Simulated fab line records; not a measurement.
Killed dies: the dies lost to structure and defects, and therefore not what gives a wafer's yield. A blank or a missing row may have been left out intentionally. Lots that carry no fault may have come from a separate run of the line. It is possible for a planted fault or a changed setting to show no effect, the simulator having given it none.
The same fault as seen by 2 desks || flow berkeley_cmos170 || every desk sees just its own numbers, and what lay behind them comes last

== THE TOOL OWNER'S DESK: plasma_asher-02 ==
The tool's own readings at UCB170_BACKSIDE_STRIP_03 (strips in O2): means of the sampled wafers that have a number, for each lot that ran on this tool. If a lot's mean is further than 4 standard deviations from the usual mean, the lot is out of limits and carries the mark OUT (the distance appears in the brackets).
Columns: A = drypump_motor_current_A at UCB170_BACKSIDE_STRIP_03, usual 5.7 A; B = oes_product_au at UCB170_BACKSIDE_STRIP_03, usual 0.734 a.u.; C = strip_time_to_endpoint_s at UCB170_BACKSIDE_STRIP_03, usual 21.96 s
{"lot": "L244", "first seen here": "day 8 02:04", "A": 6.0, "B": 0.731, "C": 21.94}
{"lot": "L246", "first seen here": "day 9 03:53", "A": 6.0, "B": 0.733, "C": 21.94}
{"lot": "L249", "first seen here": "day 9 05:13", "A": 6.0, "B": 0.732, "C": 22.01}
{"lot": "L259", "first seen here": "day 10 20:25", "A": 6.0, "B": 0.733, "C": 21.95}
{"lot": "L262", "first seen here": "day 12 01:09", "A": 6.2, "B": 0.737, "C": 21.93}
This desk's verdict: no lot among the 5 shows anything out of limits.

== FROM THE METROLOGY DESK ==
Lot by lot, what the gauges showed, no matter which tool ran the lot: averages of those sampled wafers that carry a number. If a lot's mean is further than 4 standard deviations from the usual mean, the lot is out of limits and carries the mark OUT (the distance appears in the brackets).
Columns: A = V1_OVL at UCB170_V1_OVL_MEAS_13, usual 0 nm; B = M3_OVL at UCB170_M3_OVL_MEAS_16, usual 1 nm
{"lot": "L245", "first seen here": "day 8 14:44", "A": 0, "B": 3}
{"lot": "L244", "first seen here": "day 8 17:29", "A": 1, "B": 4}
{"lot": "L251", "first seen here": "day 9 14:41", "A": -8, "B": -4}
{"lot": "L250", "first seen here": "day 9 18:39", "A": 7, "B": 10}
{"lot": "L246", "first seen here": "day 9 20:46", "A": 3, "B": 6}
{"lot": "L249", "first seen here": "day 9 21:02", "A": -1, "B": 0}
{"lot": "L252", "first seen here": "day 9 21:19", "A": -7, "B": 7}
{"lot": "L247", "first seen here": "day 9 21:29", "A": -2, "B": 2}
{"lot": "L253", "first seen here": "day 9 22:04", "A": 6, "B": 2}
{"lot": "L255", "first seen here": "day 10 10:28", "A": -3, "B": -5}
{"lot": "L259", "first seen here": "day 11 09:05", "A": -6, "B": 0}
{"lot": "L266", "first seen here": "day 12 11:10", "A": 1, "B": -9}
{"lot": "L267", "first seen here": "day 12 14:06", "A": -1, "B": 1}
{"lot": "L262", "first seen here": "day 12 14:46", "A": -0, "B": 1}
This desk's verdict: no lot among the 14 shows anything out of limits.

== BROUGHT TOGETHER ==
Nothing out of limits was seen by the tool owner's desk.
Nothing out of limits was seen by the metrology desk.

== WHAT THE SIMULATOR HAD PUT IN ==
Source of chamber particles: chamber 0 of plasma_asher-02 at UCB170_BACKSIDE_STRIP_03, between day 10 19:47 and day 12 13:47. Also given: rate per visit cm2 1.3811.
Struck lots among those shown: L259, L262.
